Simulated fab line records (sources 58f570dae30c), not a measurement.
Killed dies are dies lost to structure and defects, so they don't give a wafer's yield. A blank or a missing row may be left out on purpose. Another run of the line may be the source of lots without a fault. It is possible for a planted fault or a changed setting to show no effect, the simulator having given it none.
Comparing a struck lot with a sound one || flow berkeleyCmos170 || 19 out of 331 route steps
Sound: wafers L602.1, L602.2, L602.3. Wafers struck: L618.4, L618.5, L618.6. Last of all comes the cause.
Per side, at each step with rows, come the tool, then ch with its chambers, and then its first start. Under that, the readings that differ: sound wafers || struck wafers || difference of the means || sigmas: that difference in standard deviations of wafers without a fault.
alike: readings with means less than 2 such deviations apart, plus words and numbers identical on both sides. not compared: withheld readings, readings lacking a value on some wafer, bounds such as >300 that could conceal the same value, and numbers that have no deviation in the record and whose values overlap.
The two part at a step that has a row with sigmas, a row that says differs or no value, or rows on one side only. Numbers that have no deviation but don't overlap get no sigmas and don't part them. Lack of a reading on every wafer of one side parts them only where that side has two or more wafers.

first, 2 steps without rows for these wafers: UCB170_NLDD_IMPLANT_08; UCB170_NLDD_IMPLANT_09.
UCB170_NLDD_STRIP_10: strips in O2.
  sound on plasmaAsher-04 ch 0,1, day 9 09:02; struck on plasmaAsher-03 ch 0,1, day 12 16:16
  alike: drypumpMotorCurrentA, oesProductAu, stripTimeToEndpointS
  not compared: rfHoursCounterH
UCB170_NLDD_TW_MEAS_11:
  struck on filmMetro-01, day 12 16:22; sound on filmMetro-04, day 9 09:08
  alike: NLDD_TW
then, 1 step without rows for these wafers: UCB170_NLDD_CLEAN_12 (cleans in SPM, time 600 s).
UCB170_SPACER_CVD_00: deposits SiO2 from TEOS/O2, target thk 376 nm, time 47 s.
  sound on pecvd-03 ch 0,1,2, day 9 09:23; struck on pecvd-03 ch 0,1,2, day 12 16:37
  alike: heaterPowerW, susceptorTempC
UCB170_SPACER_THK_MEAS_01:
  struck on filmMetro-03, day 12 16:40; sound on filmMetro-04, day 9 09:25
  alike: SPACER_TEOS_THK
then, 1 step without rows for these wafers: UCB170_SPACER_ANNEAL_02 (time 1800 s).
UCB170_SPACER_ETCHBACK_03: etches SiO2 in CHF3/CF4/Ar, stops on Si, target depth 376 nm, time 100 s.
  sound on rieDiel-04 ch 0,2,3, day 9 16:51; struck on rieDiel-03 ch 0,2,3, day 12 22:40
  alike: drypumpMotorCurrentA, oesProductAu, throttleValvePct
  not compared: rfHoursCounterH
then, 3 steps without rows for these wafers: UCB170_PSD_HMDS_00 (prime time 60 s); UCB170_PSD_COAT_01 (resist thk 900 nm); UCB170_PSD_SOFTBAKE_02 (time 60 s).
UCB170_PSD_EXPOSE_03: exposes mask PSELECT MOD, target cd 1200 nm.
  sound on krfScanner-01 ch 0, day 9 17:33; struck on krfScanner-01 ch 0, day 12 23:29
{"reading": "model.PSD.overlayXNm (nm)", "sound": "-1.618 -1.618 -1.618", "struck": "248.8 248.8 248.8", "difference": "+250.4", "sigmas": ""}
  alike: mask
UCB170_PSD_PEB_04:
  sound on lithoTrack-04 ch 0, day 9 17:42; struck on lithoTrack-04 ch 0, day 12 23:37
{"reading": "plateSensorTCentreC (C)", "sound": "131.41 131.39 131.4", "struck": "131.41 131.45 131.41", "difference": "+0.02", "sigmas": "+2"}
{"reading": "plateSensorTEdgeC (C)", "sound": "131.55 131.56 131.53", "struck": "131.53 131.51 131.53", "difference": -0.02, "sigmas": -2}
  alike: exhaustPa, resistLineTempC
then, 1 step without rows for these wafers: UCB170_PSD_DEVELOP_05 (develop time 45 s).
UCB170_PSD_CD_MEAS_06: the cd target is 1200 nm.
  struck on cdSem-02, day 12 23:53; sound on cdSem-01, day 9 17:58
{"reading": "cdNm (nm)", "sound": "1201.4 1201.8 1199.8", "struck": "1198.0 1197.4 1196.6", "difference": -3.7, "sigmas": -3}
UCB170_PSD_OVL_MEAS_07:
  struck on overlay-02, day 12 23:57; sound on overlay-02, day 9 18:05
{"reading": "PSD_OVL (nm)", "sound": "-1 -3 -6", "struck": "246 249 247", "difference": "+251", "sigmas": "+53"}
next, for these wafers, 1 step has no rows: UCB170_PSD_IMPLANT_08.
UCB170_M3_PROBE_99:
  struck on prober-01, day 14 08:44; sound on prober-01, day 10 23:46
{"reading": "model.etest.selectEdgeDiodeP.leakLog10A (angstrom)", "sound": "-12.12 -12.15 -11.97", "struck": "-8.946 -8.93", "difference": "+3.142", "sigmas": ""}

WHERE THEY PART
First at UCB170_PSD_PEB_04; last, within this record, at UCB170_PSD_OVL_MEAS_07.

WHY: the cause the simulator had injected
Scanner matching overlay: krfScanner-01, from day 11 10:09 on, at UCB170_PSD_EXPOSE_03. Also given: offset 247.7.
